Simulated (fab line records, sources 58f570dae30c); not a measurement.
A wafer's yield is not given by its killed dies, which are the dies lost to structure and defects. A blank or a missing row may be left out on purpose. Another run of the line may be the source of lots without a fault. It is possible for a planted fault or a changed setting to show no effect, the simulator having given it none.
Which of the tools did it?	flow berkeley-cmos170	18 wafers from 6 lots sampled at 2 of the route's 331 steps

## WHAT EACH GAUGE READ, for each wafer
UCB170_M3_RS_MEAS_02: measurement is done with a four-point probe.
lot	measured	on	M3_AL_RS (ohm/sq)
L365	day 7 19:02	film-metro-01	0.0319 0.0322 0.0318
L366	day 8 13:03	film-metro-04	0.0319 0.0323 0.0318
L370	day 9 04:59	film-metro-04	0.0322 0.0320 0.0321
L374	day 9 13:19	film-metro-04	0.0323 0.0322 0.0322
L377	day 10 07:42	film-metro-02	0.0317 0.0321 0.0316
L383	day 11 20:52	film-metro-01	0.0319 0.0323 0.0192

## TOOL THAT RAN EACH LOT (tool first, then ch and the chambers of the sampled wafers, then the start)
lot	UCB170_M3_SPUTTER_01
L365	pvd-sputter-01, day 7 18:55
L366	pvd-sputter-01, day 8 12:56
L370	pvd-sputter-03, day 9 04:53
L374	pvd-sputter-03, day 9 13:13
L377	pvd-sputter-04, day 10 07:34
L383	pvd-sputter-04, day 11 20:47
- UCB170_M3_SPUTTER_01: material Al, target thk 900 nm, time 120 s.

## THE ANSWER, worked out from the rows above alone
Rule: the usual values come from the lots themselves. The widest of any qualifying gaps counts: lots, ordered by their means at a reading, are off when they make up no more than a third of the lots, leave a main group of 4 or more, and stand apart from it by 3 or more times the standard deviation of that group's means. A main group is skipped when, at the precision printed for the reading in the tables above, its means are all equal. A lot without any number at a reading at which 4 lots or more have one is off too. Any other lot the step has rows for is counted as sound.
Off: L383, seen at UCB170_M3_RS_MEAS_02 (M3_AL_RS). Main group: mean 0.0320 ohm/sq, sd 0.00014.
A tool fits if, at a process step before that reading, it ran every lot that is off, and no sound lot after the first of them. The gauges at UCB170_M3_RS_MEAS_02 are tried like those tools. Can't be told from this: 2 tools fit, pvd-sputter-04 at UCB170_M3_SPUTTER_01, film-metro-01 at UCB170_M3_RS_MEAS_02.

## WHAT HAD BEEN PUT IN BY THE SIMULATOR
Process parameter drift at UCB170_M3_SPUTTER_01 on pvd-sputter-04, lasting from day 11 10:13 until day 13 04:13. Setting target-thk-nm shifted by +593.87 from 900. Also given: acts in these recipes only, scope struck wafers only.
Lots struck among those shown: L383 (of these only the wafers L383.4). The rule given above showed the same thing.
